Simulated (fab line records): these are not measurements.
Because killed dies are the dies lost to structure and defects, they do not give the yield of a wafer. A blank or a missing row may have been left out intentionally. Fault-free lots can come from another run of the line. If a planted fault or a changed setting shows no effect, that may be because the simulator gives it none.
Struck lot and sound lot, side by side ; flow berkeley-cmos170 ; 16 steps out of a route of 331
Sound: the wafers L122.1, L122.4, L122.5. Struck: wafer L126.3 (L126.1, L126.2, from the same lot, were not struck and are left out); the cause is given at the end.
Order at every step that has rows: each side's tool, ch and its chambers, its first start. Under that, the readings that differ: sound wafers ; struck wafers ; difference of the means ; sigmas: that difference in standard deviations of wafers without a fault.
alike: words and numbers the same on both sides, and readings whose means are apart by under 2 such deviations; not compared: readings that were withheld, readings missing a value for some wafer, numbers with overlapping values and no deviation given by the record, and bounds like >300 which may hide the same value.
Wherever a step has rows on one side only, a row that says differs or no value, or a row with sigmas, the two part there. Numbers that don't overlap but have no deviation are shown without sigmas and don't part them. Lack of a reading on every wafer of one side parts them only where that side has two or more wafers.

first, 2 steps without rows for these wafers: UCB170_M2_COAT_09; UCB170_M2_COAT_10 (resist thk 900 nm).
UCB170_M2_SOFTBAKE_11: time 61.11 s.
  sound: litho-track-02 ch 0; struck: litho-track-02 ch 0
reading;sound;struck;difference;sigmas
plate-sensor-t-centre-C (C);131.42 131.41 131.4;131.43;+0.02;+2
  alike: plate-sensor-t-edge-C
then, 3 steps without rows for these wafers: UCB170_M2_EXPOSE_12 (exposes mask METAL2, target cd 700 nm); UCB170_M2_PEB_13; UCB170_M2_DEVELOP_14 (develop time 45 s).
UCB170_M2_CD_MEAS_15 targets a cd of 700 nm.
  sound on cd-sem-02 at day 8 09:55; struck on cd-sem-02 at day 9 17:19
  alike: cd-nm
UCB170_M2_OVL_MEAS_16:
  sound on overlay-01 at day 8 10:02; struck on overlay-02 at day 9 17:26
  alike: M2_OVL
UCB170_M2_ETCH_17: etches BARC in N2/H2.
  sound on rie-diel-01 ch 1,2, day 8 10:04; struck on rie-diel-04 ch 2, day 9 17:28
  alike: chamber-pressure-mTorr, drypump-motor-current-A, oes-product-au, throttle-valve-pct
UCB170_M2_METAL_ETCH_18: etches Al in Cl2/BCl3, stops on SiO2, target depth 1170 nm, time 195 s.
  sound on rie-metal-01 ch 1, day 8 10:07; struck on rie-metal-02 ch 1, day 9 17:31
  alike: chamber-pressure-mTorr, drypump-motor-current-A, oes-product-au, throttle-valve-pct
  not compared: rf-hours-counter-h
UCB170_M2_STRIP_19: strips in O2.
  sound on plasma-asher-02 ch 0, day 8 10:18; struck on plasma-asher-04 ch 0, day 9 17:42
  alike: chamber-pressure-mTorr, drypump-motor-current-A, oes-product-au
  not compared: rf-hours-counter-h
UCB170_M2_CD_MEAS_90 targets a cd of 700 nm.
  sound on cd-sem-02 at day 8 10:24; struck on cd-sem-01 at day 9 17:48
  alike: cd-nm
UCB170_V2_CVD_00: deposits SiO2 from TEOS/O2, target thk 2000 nm, time 250 s.
  sound on pecvd-03 ch 0,1, day 8 10:31; struck on pecvd-02 ch 2, day 9 17:55
reading;sound;struck;difference;sigmas
model.SiO2_of_V2_CVD_00.thk-nm (nm);2017 2010 2033;2892;+872;
  alike: heater-power-w
UCB170_V2_THK_MEAS_01:
  sound on film-metro-01 at day 8 10:40; struck on film-metro-04 at day 9 18:05
reading;sound;struck;difference;sigmas
V2_TEOS_THK (nm);2018 2011 2032;2893;+873;+36
UCB170_V2_CMP_02: polishes SiO2.
  sound on cmp-01 ch 1,2, day 8 10:44; struck on cmp-02 ch 2, day 9 18:08
  alike: motor-current-A, retaining-ring-pressure-frac, slurry-flow-ml-min
UCB170_M3_PROBE_99:
  the record has rows for the sound wafers here (prober-02, day 8 16:28) and none for the struck ones

WHERE THEY PART
Earliest at UCB170_M2_SOFTBAKE_11; latest, in this record, at UCB170_M3_PROBE_99.

WHY: whatever the simulator had introduced
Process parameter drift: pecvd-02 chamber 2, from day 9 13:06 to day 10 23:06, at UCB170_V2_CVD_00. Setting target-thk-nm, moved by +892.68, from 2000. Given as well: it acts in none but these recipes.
